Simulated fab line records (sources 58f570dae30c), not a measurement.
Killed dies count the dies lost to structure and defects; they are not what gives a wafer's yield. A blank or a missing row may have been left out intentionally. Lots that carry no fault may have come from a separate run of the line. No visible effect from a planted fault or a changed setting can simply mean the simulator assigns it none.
Which tool was responsible? + flow berkeleyCmos170 + Sampling: 6 lots, 18 wafers, 4 of 331 route steps

== WHAT THE GAUGES READ, wafer by wafer ==
UCB170_NLDD_CD_MEAS_06: the cd target is 1200 nm.
| lot  | measured     | on       | cdNm (nm)            |
|------|--------------|----------|----------------------|
| L309 | day 7 17:28  | cdSem-01 | 1197.6 1199.1 1198.0 |
| L314 | day 8 17:17  | cdSem-02 | 1200.2 1200.1 1198.8 |
| L318 | day 9 12:08  | cdSem-01 | 1199.8 1199.8 1199.8 |
| L320 | day 9 22:29  | cdSem-01 | 1200.3 1201.6 1200.8 |
| L326 | day 11 13:41 | cdSem-01 | 1201.0 1201.7 1200.7 |
| L328 | day 11 14:38 | cdSem-01 | 1198.7 1197.4 1199.0 |

== TOOL THAT RAN EACH LOT (tool first, then ch and the chambers of the sampled wafers, then the start) ==
| lot  | UCB170_NWELL_STRIP_15              | UCB170_PWELL_STRIP_16              | UCB170_NLDD_EXPOSE_03            |
|------|------------------------------------|------------------------------------|----------------------------------|
| L309 | plasmaAsher-01 ch 0,1, day 3 02:04 | plasmaAsher-02 ch 0,1, day 3 23:55 | krfScanner-02 ch 0, day 7 16:52  |
| L314 | plasmaAsher-01 ch 0, day 4 02:20   | plasmaAsher-01 ch 0,1, day 4 21:35 | krfScanner-02 ch 0, day 8 16:39  |
| L318 | plasmaAsher-02 ch 0,1, day 4 18:53 | plasmaAsher-01 ch 0,1, day 5 19:37 | krfScanner-01 ch 0, day 9 11:43  |
| L320 | plasmaAsher-04 ch 0,1, day 5 12:28 | plasmaAsher-02 ch 0,1, day 6 09:40 | krfScanner-01 ch 0, day 9 22:02  |
| L326 | plasmaAsher-04 ch 0,1, day 6 11:25 | plasmaAsher-02 ch 1, day 7 13:33   | krfScanner-02 ch 0, day 11 13:13 |
| L328 | plasmaAsher-04 ch 0,1, day 7 01:22 | plasmaAsher-01 ch 0,1, day 7 19:26 | krfScanner-02 ch 0, day 11 14:14 |
- UCB170_NWELL_STRIP_15: strips in O2.
- UCB170_PWELL_STRIP_16: strips in O2.
- UCB170_NLDD_EXPOSE_03: exposes mask NSELECT, target cd 1200 nm.

== THE ANSWER, worked out from the rows above alone ==
Rule: the lots themselves supply what counts as usual. The widest of any qualifying gaps counts: lots, ordered by their means at a reading, are off when they make up no more than a third of the lots, leave a main group of 4 or more, and stand apart from it by 3 or more times the standard deviation of that group's means. A main group is skipped when, at the precision printed for the reading in the tables above, its means are all equal. A lot without any number at a reading at which 4 lots or more have one is off too. Any other lot the step has rows for is counted as sound.
No lot is off at any reading shown: from this, nothing can be told.

== WHAT THE SIMULATOR HAD INSERTED ==
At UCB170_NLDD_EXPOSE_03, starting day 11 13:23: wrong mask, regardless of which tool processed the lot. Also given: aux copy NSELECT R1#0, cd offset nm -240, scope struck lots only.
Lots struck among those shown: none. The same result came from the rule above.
